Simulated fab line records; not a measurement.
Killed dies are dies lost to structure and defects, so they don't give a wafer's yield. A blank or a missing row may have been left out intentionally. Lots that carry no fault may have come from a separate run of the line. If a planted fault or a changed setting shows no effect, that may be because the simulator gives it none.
A lot that was struck, set against a sound lot + flow ritCmos + 16 out of 202 route steps
Sound: these wafers, L765.1, L765.5, L765.6. Wafers L777.2, L777.3, L777.5 were the ones struck. The cause is named last.
At each step with rows: each side's tool, then ch and its chambers, then its first start. Under that, the readings that differ: sound wafers + struck wafers + difference of the means + sigmas: that difference in standard deviations of wafers without a fault.
alike: words and numbers the same on both sides, and readings whose means are apart by under 2 such deviations; not compared: readings that were withheld, readings missing a value for some wafer, numbers with overlapping values and no deviation given by the record, and bounds like >300 which may hide the same value.
The two part at a step that has a row with sigmas, a row that says differs or no value, or rows on one side only. Non-overlapping numbers with no deviation appear without sigmas and do not part them. A reading that every wafer of one side lacks parts them only if that side has two wafers or more.

RIT_ACTIVE_BOW_MEAS_00:
  sound: filmMetro-03 at day 1 10:00; struck: filmMetro-02 at day 3 22:01
  alike: INCOMING_BOW
then, 1 step without rows for these wafers: RIT_ACTIVE_OXIDATION_01 (target thk 46.8 nm, ox time 3209 s).
RIT_ACTIVE_THK_MEAS_02:
  sound: filmMetro-03 at day 1 12:03; struck: filmMetro-01 at day 4 00:35
  alike: ACTIVE_OXIDE_THK
then, 1 step without rows for these wafers: RIT_ACTIVE_CVD_03 (deposits Si3N4 from SiH2Cl2/NH3, target thk 150 nm, time 1500 s).
RIT_ACTIVE_THK_MEAS_04:
  sound: filmMetro-01 at day 1 14:14; struck: filmMetro-01 at day 4 02:04
| reading                 | sound             | struck            | difference | sigmas |
|-------------------------|-------------------|-------------------|------------|--------|
| ACTIVE_NITRIDE_THK (nm) | 150.5 151.7 150.1 | 147.0 147.1 146.4 | -3.9       | -3     |
then, 3 steps without rows for these wafers: RIT_ACTIVE_HMDS_05 (prime time 60 s); RIT_ACTIVE_COAT_06 (resist thk 1000 nm); RIT_ACTIVE_SOFTBAKE_07 (time 60 s).
RIT_ACTIVE_EXPOSE_08: exposes mask M1, target cd 1400 nm.
  sound on ilineStepper-02 ch 0, day 1 14:45; struck on ilineStepper-02 ch 0, day 4 02:35
| reading | sound          | struck                  | difference | sigmas |
|---------|----------------|-------------------------|------------|--------|
| mask    | M1#0 M1#0 M1#0 | M1_R1#0 M1_R1#0 M1_R1#0 | differs    |        |
then, 2 steps without rows for these wafers: RIT_ACTIVE_PEB_09; RIT_ACTIVE_DEVELOP_10 (develop time 50 s).
RIT_ACTIVE_CD_MEAS_11: the cd target is 1400 nm.
  sound: cdSem-01 at day 1 15:09; struck: cdSem-01 at day 4 02:59
| reading   | sound                | struck               | difference | sigmas |
|-----------|----------------------|----------------------|------------|--------|
| cdNm (nm) | 1399.3 1398.7 1397.3 | 1278.0 1279.3 1279.5 | -119.5     | -70    |
then, 1 step without rows for these wafers: RIT_ACTIVE_HARDBAKE_12 (time 60 s).
RIT_ACTIVE_ETCH_13: etches Si3N4 in SF6, stops on SiO2, time 210 s, target depth 210 nm.
  sound on rieDiel-01 ch 0,1, day 1 15:25; struck on rieDiel-02 ch 2,3, day 4 03:14
| reading                | sound             | struck            | difference | sigmas |
|------------------------|-------------------|-------------------|------------|--------|
| oesProductAu (a.u.)    | 0.838 0.835 0.801 | 0.788 0.793 0.784 | -0.036     | -3     |
| model.ACTIVE.cdNm (nm) | 1399 1398 1397    | 1278 1279 1279    | -119       |        |
  alike: drypumpMotorCurrentA, throttleValvePct
  not compared: rfHoursCounterH
RIT_ACTIVE_STRIP_14: strips in O2, time 180 s.
  sound on plasmaAsher-01 ch 0,1, day 1 15:33; struck on plasmaAsher-01 ch 0,1, day 4 03:22
  alike: drypumpMotorCurrentA
  not compared: rfHoursCounterH
RIT_M1_PROBE_99:
  sound: prober-02 at day 3 08:58; struck: prober-01 at day 5 22:43
| reading                           | sound                | struck               | difference | sigmas |
|-----------------------------------|----------------------|----------------------|------------|--------|
| model.etest.nplusSal.widthNm (nm) | 3446 3475 3462       | 3324 3321 3305       | -144       |        |
| model.etest.pplusSal.widthNm (nm) | 3449 3471 3450       | 3306 3321 3310       | -144       |        |
| model.etest.nldd.widthNm (nm)     | 3170 3179 3196       | 3032 3055 3046       | -137       |        |
| model.etest.pldd.widthNm (nm)     | 3163 3166 3182       | 3047 3034 3045       | -128       |        |
| model.etest.nmosNarrow.driveUaUm  | 234.5 234.2 233.7    | 196.5 203.4 196.2    | -35.4      |        |
| model.etest.pmosNarrow.driveUaUm  | 107.3 107.5 106.5    | 88.67 92.75 90.35    | -16.51     |        |
| model.etest.fieldPMetal.vtV (V)   | -28.35 -28.61 -28.79 | -27.29 -27.27 -27.41 | +1.26      |        |
| model.etest.fieldP.vtV (V)        | -12.61 -12.55 -12.55 | -11.93 -11.99 -11.95 | +0.61      |        |
  alike: killedAtContacts, killedAtFrontEnd, killedDies, killedOpen, killedShort

== WHERE THEY PART ==
First at RIT_ACTIVE_THK_MEAS_04; last, within this record, at RIT_ACTIVE_ETCH_13. Later steps at which nothing parts them and some readings are alike: RIT_ACTIVE_STRIP_14, RIT_M1_PROBE_99.

WHY: what had been put in by the simulator
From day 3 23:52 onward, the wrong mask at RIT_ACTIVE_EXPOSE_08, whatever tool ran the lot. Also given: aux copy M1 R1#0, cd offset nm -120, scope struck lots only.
